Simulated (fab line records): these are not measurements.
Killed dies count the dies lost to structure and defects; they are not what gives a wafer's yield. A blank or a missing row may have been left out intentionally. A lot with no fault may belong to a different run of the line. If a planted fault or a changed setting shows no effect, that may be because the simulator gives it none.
fab line records	flow rit-cmos
[record] lots = 5	wafers = 23
route steps=202 shown ACTIVE@2 FOX2@26 NWELL@36 NRETRO@54 PRETRO@66 GATE@95 NLDD@105
start-h: start of the lot's first displayed wafer, in hours after the record's first day	wait-h: how many hours have passed since the lot's step before this one	" the same as in the row above	L1.1+2: a row that stands for several wafers	- either no value or no given start	* or withheld: withheld	< > ~ a bound
route shown NAME@n: a module of which the file shows steps, and the number in the route of the first	usual: average and standard deviation across the fault-free wafers	same: alike in all rows	chamber/n: place in a boat	sites: per-site readings	_std_site: the values' standard deviation	_edge_site: the outer-site mean with the inner-site mean subtracted	radius-mm: how far each site lies from the wafer's centre	mask NAME#n: copy n	behind: the tool/chamber that last shaped the wafer	hold: reason for holding the lot/hours on hold/outcome of the hold	device: transistor that didn't switch, given as n, p or np	end of line: tests run on the same wafers once the route is complete	a step with no rows: only its recipe	killed: count of dies lost to structure and defects at first sort (not the wafer's yield)	map: the dies of a wafer, with x for killed, . for not killed, _ for no die there
set.NAME: the setting the step ran with; set.NAME@STEP: the setting that earlier step ran with	model.NAME: the simulator's own value behind a step, which no gauge read
lots with deliberately changed settings; one table per step, one row per wafer
[[steps]]
[step RIT_ACTIVE_OXIDATION_01]
[recipe] temp-c = 1000	ambient = O2	target-thk-a = 468	ox-time-s = 3360
lot.wafer	tool	chamber	start-h	wait-h	set.ox-time-s	model.SiO2_of_ACTIVE_OXIDATION_01.thk-nm
L075.2	-	-	-	1.3	3506	48.08
L075.3	"	-	"	"	3506	47.54
L075.4	"	-	"	"	3506	47.92
L075.5	"	-	"	"	3506	48.24
L075.6	"	-	"	"	3506	47.85
L076.1	-	-	-	1.6	3360	48.34
L076.3	"	-	"	"	3360	47.19
L076.4	"	-	"	"	3360	47.5
L076.5	"	-	"	"	3360	47.52
L076.6	"	-	"	"	3360	47.79
L077.1	-	-	-	0.8	3585	50.14
L077.3	"	-	"	"	3585	50.32
L077.4	"	-	"	"	3585	48.77
L077.5	"	-	"	"	3585	50.11
L077.6	"	-	"	"	3585	48.81
L078.1	-	-	-	1.2	2975	42.15
L078.2	"	-	"	"	2975	41.45
L078.3	"	-	"	"	2975	42.13
L078.4	"	-	"	"	2975	42.44
L078.6	"	-	"	"	2975	41.42
L079.4	furnace-01	0	35.12	0.0	3360	46.43
L079.5	"	0	"	"	3360	46.24
L079.6	"	0	"	"	3360	46.31
[step RIT_ACTIVE_THK_MEAS_02]
[recipe] reads = SiO2_of_ACTIVE_OXIDATION_01
[usual] ACTIVE_OXIDE_THK = 46.6/0.85
lot.wafer	tool	chamber	start-h	wait-h	set.ox-time-s@ACTIVE_OXIDATION_01	ACTIVE_OXIDE_THK[nm]
L075.2	film-metro-01	-	-	-	3506	48.1
L075.3	"	-	"	"	3506	47.5
L075.4	"	-	"	"	3506	47.9
L075.5	"	-	"	"	3506	48.2
L075.6	"	-	"	"	3506	47.9
L076.1	film-metro-01	-	-	-	3360	48.4
L076.3	"	-	"	"	3360	47.1
L076.4	"	-	"	"	3360	47.5
L076.5	"	-	"	"	3360	47.5
L076.6	"	-	"	"	3360	47.8
L077.1	film-metro-01	-	-	-	3585	50.1
L077.3	"	-	"	"	3585	50.4
L077.4	"	-	"	"	3585	48.8
L077.5	"	-	"	"	3585	50.1
L077.6	"	-	"	"	3585	48.8
L078.1	film-metro-01	-	-	-	2975	42.2
L078.2	"	-	"	"	2975	41.5
L078.3	"	-	"	"	2975	42.1
L078.4	"	-	"	"	2975	42.4
L078.6	"	-	"	"	2975	41.4
L079.4	film-metro-04	-	37.08	0.0	3360	46.4
L079.5	"	-	"	"	3360	46.2
L079.6	"	-	"	"	3360	46.3
[step RIT_ACTIVE_COAT_06]
[recipe] resist = NOVOLAK	spin-rpm = 3250	resist-thk-nm = 1000
lot.wafer	tool	chamber	start-h	wait-h	set.resist-thk-nm	model.NOVOLAK_of_ACTIVE_COAT_06.thk-nm
L075.2+6	litho-track-01	0	19.99	0.1	1000	1002
L075.3	"	0	"	"	1000	999.2
L075.4	"	0	"	"	1000	1001
L075.5	"	0	"	"	1000	1005
L076.1	litho-track-03	0	25.30	0.1	1000	1000
L076.3	"	0	"	"	1050	1049
L076.4	"	0	"	"	1000	1003
L076.5	"	0	"	"	1050	1053
L076.6	"	0	"	"	1050	1052
L077.1	litho-track-01	0	29.44	0.1	1000	1005
L077.3	"	0	"	"	1000	1003
L077.4	"	0	"	"	952.1	955.5
L077.5	"	0	"	"	952.1	955.7
L077.6	"	0	"	"	952.1	957.7
L078.1+3	litho-track-03	0	34.91	0.1	1000	1002
L078.2	"	0	"	"	1060	1061
L078.4	"	0	"	"	1060	1062
L078.6	"	0	"	"	1060	1060
L079.4	litho-track-04	0	38.81	0.1	1000	1006
L079.5	"	0	"	"	1000	1001
L079.6	"	0	"	"	1000	1004
[step RIT_ACTIVE_SOFTBAKE_07]
[recipe] resist = NOVOLAK	temp-c = 90	time-s = 60
[step RIT_ACTIVE_EXPOSE_08]
[recipe] mask-id = M1	na = 0.6	source-shape = conventional	sigma-outer = 0.6	target-cd-nm = 1400	dose-mj = 225
[step RIT_ACTIVE_PEB_09]
[recipe] resist = NOVOLAK	temp-c = withheld	time-s = withheld
[step RIT_ACTIVE_DEVELOP_10]
[recipe] resist = NOVOLAK	develop-time-s = 50	dev-temp-c = 23
[step RIT_ACTIVE_CD_MEAS_11]
[recipe] target-cd-nm = 1400
[usual] cd-nm = 1400.1/1.9
lot.wafer	tool	chamber	start-h	wait-h	set.resist-thk-nm@ACTIVE_COAT_06	cd-nm
L075.2	cd-sem-01	-	20.81	-	1000	1400.7
L075.3	"	-	"	"	1000	1400.6
L075.4	"	-	"	"	1000	1399.6
L075.5	"	-	"	"	1000	1403.2
L075.6	"	-	"	"	1000	1400.4
L076.1	cd-sem-01	-	26.00	-	1000	1401.7
L076.3	"	-	"	"	1050	1405.1
L076.4	"	-	"	"	1000	1402.1
L076.5	"	-	"	"	1050	1406.4
L076.6	"	-	"	"	1050	1408.1
L077.1	cd-sem-02	-	30.14	-	1000	1398.1
L077.3	"	-	"	"	1000	1401.0
L077.4	"	-	"	"	952.1	1395.9
L077.5	"	-	"	"	952.1	1394.5
L077.6	"	-	"	"	952.1	1393.7
L078.1	cd-sem-02	-	35.74	-	1000	1399.0
L078.2	"	-	"	"	1060	1404.2
L078.3	"	-	"	"	1000	1397.1
L078.4	"	-	"	"	1060	1403.8
L078.6	"	-	"	"	1060	1404.7
L079.4	cd-sem-02	-	39.62	-	1000	1401.6
L079.5	"	-	"	"	1000	1401.7
L079.6	"	-	"	"	1000	1399.6
[step RIT_ACTIVE_HARDBAKE_12]
[recipe] resist = NOVOLAK	temp-c = 140	time-s = 60
lot.wafer	tool	chamber	start-h	wait-h	set.resist-thk-nm@ACTIVE_COAT_06	model.NOVOLAK_of_ACTIVE_COAT_06.thk-nm
L075.2	litho-track-01	0	20.93	0.1	1000	885.3
L075.3	"	0	"	"	1000	883.1
L075.4	"	0	"	"	1000	884.3
L075.5	"	0	"	"	1000	887.8
L075.6	"	0	"	"	1000	885.6
L076.1	litho-track-03	0	26.20	0.2	1000	883.9
L076.3	"	0	"	"	1050	926.9
L076.4	"	0	"	"	1000	886.2
L076.5	"	0	"	"	1050	929.7
L076.6	"	0	"	"	1050	929.2
L077.1	litho-track-01	0	30.26	0.1	1000	888.2
L077.3	"	0	"	"	1000	886.3
L077.4	"	0	"	"	952.1	844.9
L077.5	"	0	"	"	952.1	845
L077.6	"	0	"	"	952.1	846.7
L078.1	litho-track-01	0	35.86	0.1	1000	885.5
L078.2	"	0	"	"	1060	937.5
L078.3	"	0	"	"	1000	885.6
L078.4	"	0	"	"	1060	938.3
L078.6	"	0	"	"	1060	936
L079.4	litho-track-03	0	39.90	0.3	1000	889.3
L079.5	"	0	"	"	1000	884.5
L079.6	"	0	"	"	1000	887.3
[step RIT_ACTIVE_ETCH_13]
[recipe] stop-on = SiO2	chemistry = SF6	target = Si3N4	time-s = 210	over-etch-frac = 0.4	SF6_flow_sccm = 200	pressure-mtorr = 260	rf-w = 125	target-depth-a = 2100
lot.wafer	tool	chamber	start-h	wait-h	set.ox-time-s@ACTIVE_OXIDATION_01	set.resist-thk-nm@ACTIVE_COAT_06	model.NOVOLAK_of_ACTIVE_COAT_06.thk-nm	model.SiO2_of_ACTIVE_OXIDATION_01.thk-nm
L075.2	rie-diel-03	3	21.06	0.1	3506	1000	659.1	48.08
L075.3	"	1	"	"	3506	1000	654.5	47.54
L075.4	"	0	"	"	3506	1000	649.3	47.92
L075.5	"	2	"	"	3506	1000	652.4	46.29
L075.6	"	3	"	"	3506	1000	659.8	47.85
L076.1	rie-diel-02	3	26.35	0.1	3360	1000	652.5	48.08
L076.3	"	1	"	"	3360	1050	693.9	46.2
L076.4	"	3	"	"	3360	1000	652.5	47.24
L076.5	"	1	"	"	3360	1050	697.1	46.54
L076.6	"	0	"	"	3360	1050	701.7	47.79
L077.1	rie-diel-04	0	30.41	0.1	3585	1000	658.7	49.37
L077.3	"	2	"	"	3585	1000	659	50.23
L077.4	"	1	"	"	3585	952.1	613.2	48.71
L077.5	"	2	"	"	3585	952.1	615.4	50.02
L077.6	"	1	"	"	3585	952.1	615.3	48.75
L078.1	rie-diel-02	3	36.01	0.1	2975	1000	654.1	41.89
L078.2	"	0	"	"	2975	1060	711	41.45
L078.3	"	1	"	"	2975	1000	650.6	41.14
L078.4	"	1	"	"	2975	1060	701.8	41.44
L078.6	"	0	"	"	2975	1060	707.6	41.42
L079.4	rie-diel-04	0	39.98	0.1	3360	1000	656.3	45.65
L079.5	"	2	"	"	3360	1000	652.4	46.15
L079.6	"	3	"	"	3360	1000	656	46.31
[step RIT_ACTIVE_STRIP_14]
[recipe] chemistry = O2	time-s = 180	resist = NOVOLAK	platen-temp-c = withheld	power-w = 500	pressure-mtorr = 4000	o2-flow-sccm = 4000
lot.wafer	tool	chamber	start-h	wait-h	set.pressure-mtorr
L075.2+3+4+5+6	plasma-asher-03	0,1,0,1,0	21.19	0.1	4000
L076.1+3+4+5+6	plasma-asher-03	0,0,1,0,1	26.48	0.1	4499
L077.1+3+4+5+6	plasma-asher-04	0,0,1,0,1	30.54	0.1	4000
L078.1+2+3+4+6	plasma-asher-04	0,1,0,1,1	36.14	0.1	3833
L079.4+5+6	plasma-asher-03	1,0,1	40.17	0.1	4000
[step RIT_ACTIVE_CD_MEAS_90]
[recipe] target-cd-nm = 1400
[usual] cd-nm = 1400.1/1.9
lot.wafer	tool	chamber	start-h	wait-h	set.resist-thk-nm@ACTIVE_COAT_06	cd-nm
L075.2	cd-sem-01	-	21.39	0.1	1000	1400.3
L075.3	"	-	"	"	1000	1400.0
L075.4	"	-	"	"	1000	1399.7
L075.5	"	-	"	"	1000	1402.9
L075.6	"	-	"	"	1000	1400.9
L076.1	cd-sem-01	-	26.66	0.1	1000	1401.1
L076.3	"	-	"	"	1050	1405.2
L076.4	"	-	"	"	1000	1401.6
L076.5	"	-	"	"	1050	1406.4
L076.6	"	-	"	"	1050	1408.2
L077.1	cd-sem-01	-	30.72	0.1	1000	1397.9
L077.3	"	-	"	"	1000	1401.0
L077.4	"	-	"	"	952.1	1395.9
L077.5	"	-	"	"	952.1	1394.3
L077.6	"	-	"	"	952.1	1393.4
L078.1	cd-sem-01	-	36.31	0.1	1000	1398.6
L078.2	"	-	"	"	1060	1404.4
L078.3	"	-	"	"	1000	1396.7
L078.4	"	-	"	"	1060	1403.6
L078.6	"	-	"	"	1060	1404.7
L079.4	cd-sem-01	-	40.34	0.1	1000	1401.3
L079.5	"	-	"	"	1000	1401.8
L079.6	"	-	"	"	1000	1399.4
[step RIT_FOX2_WET_ETCH_03]
[recipe] chemistry = H3PO4	target = Si3N4	target-depth-nm = 195	temp-c = 165	time-s = 2700
lot.wafer	tool	chamber	start-h	wait-h	set.time-s	set.ox-time-s@ACTIVE_OXIDATION_01	model.SiO2_of_ACTIVE_OXIDATION_01.thk-nm
L075.2	-	-	-	0.0	2593	3506	43.01
L075.3	"	-	"	"	2593	3506	42.53
L075.4	"	-	"	"	2593	3506	42.87
L075.5	"	-	"	"	2593	3506	41.38
L075.6	"	-	"	"	2593	3506	42.78
L076.1	-	-	-	0.0	2918	3360	42.38
L076.3	"	-	"	"	2918	3360	40.71
L076.4	"	-	"	"	2918	3360	41.65
L076.5	"	-	"	"	2918	3360	41
L076.6	"	-	"	"	2918	3360	42.15
L077.1	-	-	-	0.0	2700	3585	43.62
L077.3	"	-	"	"	2700	3585	44.43
L077.4	"	-	"	"	2700	3585	43.05
L077.5	"	-	"	"	2700	3585	44.2
L077.6	"	-	"	"	2700	3585	43.09
L078.1	-	-	-	0.0	2385	2975	37.72
L078.2	"	-	"	"	2385	2975	37.34
L078.3	"	-	"	"	2385	2975	37.05
L078.4	"	-	"	"	2385	2975	37.32
L078.6	"	-	"	"	2385	2975	37.29
L079.4	wet-bench-02	1	45.26	0.0	2700	3360	40.48
L079.5	"	1	"	"	2700	3360	40.87
L079.6	"	1	"	"	2700	3360	41.05
[step RIT_NWELL_IMPLANT_08]
[recipe] species = P	energy-kev = 170	dose-cm2 = 5e+13	tilt-deg = 7
lot.wafer	tool	chamber	start-h	wait-h	set.energy-kev	model.implant.rp-nm	model.implant.drp-nm
L075.2+3+6	implanter-04	0	31.32	0.2	170	214.5	68.82
L075.4+5	"	0	"	"	179.6	227	71.71
L076.1+3+4+5+6	implanter-04	0	35.56	0.2	170	210.6	68.82
L077.1+6	implanter-02	0	36.61	0.2	170	212.2	68.82
L077.3+4+5	"	0	"	"	165.4	206.3	67.45
L078.1+2+6	implanter-02	0	43.40	0.2	170	209.7	68.82
L078.3+4	"	0	"	"	162.9	200.7	66.7
L079.4+5+6	implanter-03	0	47.39	0.2	170	220.3	68.82
[step RIT_NRETRO_COAT_01]
[recipe] resist = NOVOLAK	spin-rpm = 2000	resist-thk-nm = 1300
lot.wafer	tool	chamber	start-h	wait-h	set.spin-rpm	model.NOVOLAK_of_NRETRO_COAT_01.thk-nm
L075.2	litho-track-03	0	38.84	0.1	2000	1303
L075.3	"	0	"	"	1869	1345
L075.4	"	0	"	"	1869	1350
L075.5	"	0	"	"	1869	1349
L075.6	"	0	"	"	2000	1301
L076.1	litho-track-03	0	44.68	0.1	2000	1302
L076.3	"	0	"	"	1852	1352
L076.4	"	0	"	"	2000	1304
L076.5	"	0	"	"	2000	1303
L076.6	"	0	"	"	1852	1350
L077.1+4+5	litho-track-02	0	44.82	0.1	2145	1258
L077.3	"	0	"	"	2000	1302
L077.6	"	0	"	"	2000	1303
L078.1	litho-track-01	0	52.31	0.1	2121	1262
L078.2	"	0	"	"	2121	1259
L078.3+6	"	0	"	"	2000	1300
L078.4	"	0	"	"	2000	1298
L079.4	litho-track-02	0	56.67	0.1	2000	1304
L079.5	"	0	"	"	2000	1305
L079.6	"	0	"	"	2000	1307
[step RIT_NRETRO_SOFTBAKE_02]
[recipe] resist = NOVOLAK	temp-c = 90	time-s = 60
[step RIT_NRETRO_EXPOSE_03]
[recipe] mask-id = M4	na = 0.57	target-cd-nm = 43900	dose-mj = 250
[step RIT_NRETRO_DEVELOP_05]
[recipe] resist = NOVOLAK	develop-time-s = 68	dev-temp-c = 23
[step RIT_NRETRO_HARDBAKE_07]
[recipe] resist = NOVOLAK	temp-c = 140	time-s = 120
lot.wafer	tool	chamber	start-h	wait-h	set.spin-rpm@NRETRO_COAT_01	model.NOVOLAK_of_NRETRO_COAT_01.thk-nm
L075.2	litho-track-03	0	39.62	0.1	2000	1139
L075.3	"	0	"	"	1869	1175
L075.4	"	0	"	"	1869	1180
L075.5	"	0	"	"	1869	1179
L075.6	"	0	"	"	2000	1138
L076.1+5	litho-track-02	0	45.50	0.1	2000	1139
L076.3	"	0	"	"	1852	1182
L076.4	"	0	"	"	2000	1141
L076.6	"	0	"	"	1852	1180
L077.1+4	litho-track-02	0	45.78	0.0	2145	1100
L077.3+6	"	0	"	"	2000	1139
L077.5	"	0	"	"	2145	1101
L078.1	litho-track-01	0	53.08	0.0	2121	1104
L078.2	"	0	"	"	2121	1102
L078.3+6	"	0	"	"	2000	1137
L078.4	"	0	"	"	2000	1135
L079.4	litho-track-02	0	57.62	0.1	2000	1141
L079.5	"	0	"	"	2000	1142
L079.6	"	0	"	"	2000	1143
[step RIT_NRETRO_IMPLANT_08]
[recipe] species = P	energy-kev = 70	dose-cm2 = 1e+13	tilt-deg = 7
lot.wafer	tool	chamber	start-h	wait-h	set.energy-kev	model.implant.rp-nm	model.implant.drp-nm
L075.2+4+6	implanter-03	0	39.85	0.2	70	84.52	33.94
L075.3+5	"	0	"	"	66.88	80.65	32.64
L076.1+3+4+5+6	implanter-03	0	45.75	0.2	70	86.49	33.94
L077.1+3	implanter-01	0	46.03	0.2	73.21	91.24	35.24
L077.4+5+6	"	0	"	"	70	87.14	33.94
L078.1+2+3+4+6	implanter-01	0	53.33	0.2	70	84.56	33.94
L079.4+5+6	implanter-03	0	57.82	0.2	70	82	33.94
[step RIT_PRETRO_SOFTBAKE_02]
[recipe] resist = NOVOLAK	temp-c = 90	time-s = 60
lot.wafer	tool	chamber	start-h	wait-h	set.temp-c
L075.2+3+4+5+6	litho-track-03	0	40.54	0.1	90
L076.1+3+5	litho-track-01	0	46.47	0.1	90
L076.4+6	"	0	"	"	86.56
L077.1+3+4+5+6	litho-track-03	0	46.72	0.1	90
L078.1+6	litho-track-01	0	54.01	0.1	90
L078.2+3+4	"	0	"	"	88.71
L079.4+5+6	litho-track-01	0	58.50	0.1	90
[step RIT_PRETRO_DEVELOP_05]
[recipe] resist = NOVOLAK	develop-time-s = 68	dev-temp-c = 23
lot.wafer	tool	chamber	start-h	wait-h	set.develop-time-s	set.temp-c@PRETRO_SOFTBAKE_02	model.NOVOLAK_of_PRETRO_COAT_01.thk-nm
L075.2	litho-track-03	0	-	-	68	90	1306
L075.3	"	0	"	"	58.74	90	1307
L075.4	"	0	"	"	68	90	1308
L075.5	"	0	"	"	68	90	1305
L075.6	"	0	"	"	58.74	90	1304
L076.1	litho-track-04	0	-	-	68	90	1301
L076.3	"	0	"	"	68	90	1294
L076.4+6	"	0	"	"	68	86.56	1312
L076.5	"	0	"	"	68	90	1295
L077.1+4	litho-track-04	0	-	-	64.06	90	1303
L077.3	"	0	"	"	68	90	1305
L077.5	"	0	"	"	68	90	1304
L077.6	"	0	"	"	64.06	90	1308
L078.1	litho-track-03	0	-	-	68	90	1296
L078.2	"	0	"	"	68	88.71	1302
L078.3+4	"	0	"	"	68	88.71	1301
L078.6	"	0	"	"	68	90	1299
L079.4	litho-track-04	0	-	-	68	90	1309
L079.5	"	0	"	"	68	90	1303
L079.6	"	0	"	"	68	90	1307
[step RIT_GATE_ETCH_19]
[recipe] chemistry = SF6/CHF3/O2	time-s = 165	SF6_flow_sccm = 30	CHF3_flow_sccm = 30	O2_flow_sccm = 5	target = poly-Si	pressure-mtorr = 40	rf-w = 160	target-depth-a = 3125	over-etch-frac = 0.25	stop-on = SiO2
lot.wafer	tool	chamber	start-h	wait-h	set.time-s	model.NOVOLAK_of_GATE_COAT_11.thk-nm
L075.2	rie-si-02	2	48.17	0.1	165	677.8
L075.3	"	1	"	"	165	671.4
L075.4	"	0	"	"	165	673.7
L075.5	"	1	"	"	165	670.9
L075.6	"	0	"	"	165	675.5
L076.1	rie-si-01	2	55.35	0.1	186.9	657.8
L076.3	"	1	"	"	186.9	657.2
L076.4	"	3	"	"	165	663.6
L076.5	"	1	"	"	165	672.3
L076.6	"	2	"	"	186.9	657.6
L077.1	rie-si-02	3	55.36	0.1	165	667.3
L077.3	"	2	"	"	165	669.8
L077.4	"	0	"	"	179.9	661.3
L077.5	"	3	"	"	179.9	659.5
L077.6	"	0	"	"	165	669.5
L078.1	rie-si-01	0	61.22	0.1	165	671.4
L078.2	"	3	"	"	177.7	659.5
L078.3+4	"	2	"	"	165	670
L078.6	"	3	"	"	177.7	662.8
L079.4	rie-si-02	0	66.72	0.1	165	673.7
L079.5	"	0	"	"	165	672.7
L079.6	"	1	"	"	165	673
[step RIT_NLDD_SOFTBAKE_02]
[recipe] resist = NOVOLAK	temp-c = 90	time-s = 60
lot.wafer	tool	chamber	start-h	wait-h	set.temp-c	model.NOVOLAK_of_NLDD_COAT_01.thk-nm
L075.2	litho-track-02	0	52.84	0.1	90	1006
L075.3	"	0	"	"	90	1005
L075.4	"	0	"	"	92.29	998.2
L075.5	"	0	"	"	90	1008
L075.6	"	0	"	"	92.29	997.4
L076.1	litho-track-04	0	59.96	0.1	91.94	992.6
L076.3	"	0	"	"	90	998.9
L076.4	"	0	"	"	90	999.1
L076.5	"	0	"	"	91.94	995.8
L076.6	"	0	"	"	90	997.6
L077.1	litho-track-02	0	59.96	0.1	90	1004
L077.3+5+6	"	0	"	"	90	1006
L077.4	"	0	"	"	90	1003
L078.1	litho-track-02	0	65.45	0.1	93.74	992.9
L078.2	"	0	"	"	90	998
L078.3+6	"	0	"	"	90	1002
L078.4	"	0	"	"	93.74	994.6
L079.4	litho-track-04	0	70.47	0.1	90	1000
L079.5	"	0	"	"	90	996.9
L079.6	"	0	"	"	90	998.9
[step RIT_NLDD_IMPLANT_08]
[recipe] species = P	energy-kev = 20	dose-cm2 = 5e+14	tilt-deg = 7
lot.wafer	tool	chamber	start-h	wait-h	set.energy-kev	model.implant.drp-nm
L075.2+5+6	implanter-04	0	53.65	0.1	20	12.97
L075.3+4	"	0	"	"	19.47	12.76
L077.1+3+4	implanter-03	0	60.82	0.1	20	12.97
L077.5+6	"	0	"	"	19.51	12.78
L076.1+3+4	implanter-04	0	61.07	0.1	20.5	13.16
L076.5+6	"	0	"	"	20	12.97
L078.1+2+6	implanter-02	0	66.31	0.1	20	12.97
L078.3+4	"	0	"	"	20.82	13.29
L079.4+5+6	implanter-02	0	71.21	0.1	20	12.97
[[key]]
[split] step = RIT_ACTIVE_OXIDATION_01	setting = ox-time-s	stated = 3360	by = lot
[response] step = RIT_ACTIVE_OXIDATION_01	reading = model.SiO2_of_ACTIVE_OXIDATION_01.thk-nm	change = +0.409	per = 1%	r = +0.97
[response] step = RIT_ACTIVE_THK_MEAS_02	reading = ACTIVE_OXIDE_THK	change = +0.41	per = 1%	r = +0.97
[response] step = RIT_ACTIVE_ETCH_13	reading = model.SiO2_of_ACTIVE_OXIDATION_01.thk-nm	change = +0.419	per = 1%	r = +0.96
[response] step = RIT_FOX2_WET_ETCH_03	reading = model.SiO2_of_ACTIVE_OXIDATION_01.thk-nm	change = +0.341	per = 1%	r = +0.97
[split] step = RIT_ACTIVE_COAT_06	setting = resist-thk-nm	stated = 1000	by = wafer
[response] step = RIT_ACTIVE_COAT_06	reading = model.NOVOLAK_of_ACTIVE_COAT_06.thk-nm	change = +9.92	per = 1%	r = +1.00
[response] step = RIT_ACTIVE_CD_MEAS_11	reading = cd-nm	change = +0.996	per = 1%	r = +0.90
[response] step = RIT_ACTIVE_HARDBAKE_12	reading = model.NOVOLAK_of_ACTIVE_COAT_06.thk-nm	change = +8.68	per = 1%	r = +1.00
[response] step = RIT_ACTIVE_ETCH_13	reading = model.NOVOLAK_of_ACTIVE_COAT_06.thk-nm	change = +9.1	per = 1%	r = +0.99
[response] step = RIT_ACTIVE_CD_MEAS_90	reading = cd-nm	change = +1.06	per = 1%	r = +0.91
[split] step = RIT_ACTIVE_STRIP_14	setting = pressure-mtorr	stated = 4000	by = lot
response none clear
[split] step = RIT_FOX2_WET_ETCH_03	setting = time-s	stated = 2700	by = lot
response none clear
[split] step = RIT_NWELL_IMPLANT_08	setting = energy-kev	stated = 170	by = wafer
[response] step = RIT_NWELL_IMPLANT_08	reading = model.implant.rp-nm	change = +2.19	per = 1%	r = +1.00
[response] step = RIT_NWELL_IMPLANT_08	reading = model.implant.drp-nm	change = +0.51	per = 1%	r = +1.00
[split] step = RIT_NRETRO_COAT_01	setting = spin-rpm	stated = 2000	by = wafer
[response] step = RIT_NRETRO_COAT_01	reading = model.NOVOLAK_of_NRETRO_COAT_01.thk-nm	change = -6.5	per = 1%	r = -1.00
[response] step = RIT_NRETRO_HARDBAKE_07	reading = model.NOVOLAK_of_NRETRO_COAT_01.thk-nm	change = -5.59	per = 1%	r = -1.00
[split] step = RIT_NRETRO_IMPLANT_08	setting = energy-kev	stated = 70	by = wafer
[response] step = RIT_NRETRO_IMPLANT_08	reading = model.implant.rp-nm	change = +0.882	per = 1%	r = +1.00
[response] step = RIT_NRETRO_IMPLANT_08	reading = model.implant.drp-nm	change = +0.287	per = 1%	r = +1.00
[split] step = RIT_PRETRO_SOFTBAKE_02	setting = temp-c	stated = 90	by = wafer
[response] step = RIT_PRETRO_DEVELOP_05	reading = model.NOVOLAK_of_PRETRO_COAT_01.thk-nm	change = -3.92	per = 1%	r = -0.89
[split] step = RIT_PRETRO_DEVELOP_05	setting = develop-time-s	stated = 68	by = wafer
response none clear
[split] step = RIT_GATE_ETCH_19	setting = time-s	stated = 165	by = wafer
[response] step = RIT_GATE_ETCH_19	reading = model.NOVOLAK_of_GATE_COAT_11.thk-nm	change = -0.905	per = 1%	r = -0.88
[split] step = RIT_NLDD_SOFTBAKE_02	setting = temp-c	stated = 90	by = wafer
[response] step = RIT_NLDD_SOFTBAKE_02	reading = model.NOVOLAK_of_NLDD_COAT_01.thk-nm	change = -2.07	per = 1%	r = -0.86
[split] step = RIT_NLDD_IMPLANT_08	setting = energy-kev	stated = 20	by = wafer
[response] step = RIT_NLDD_IMPLANT_08	reading = model.implant.drp-nm	change = +0.078	per = 1%	r = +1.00
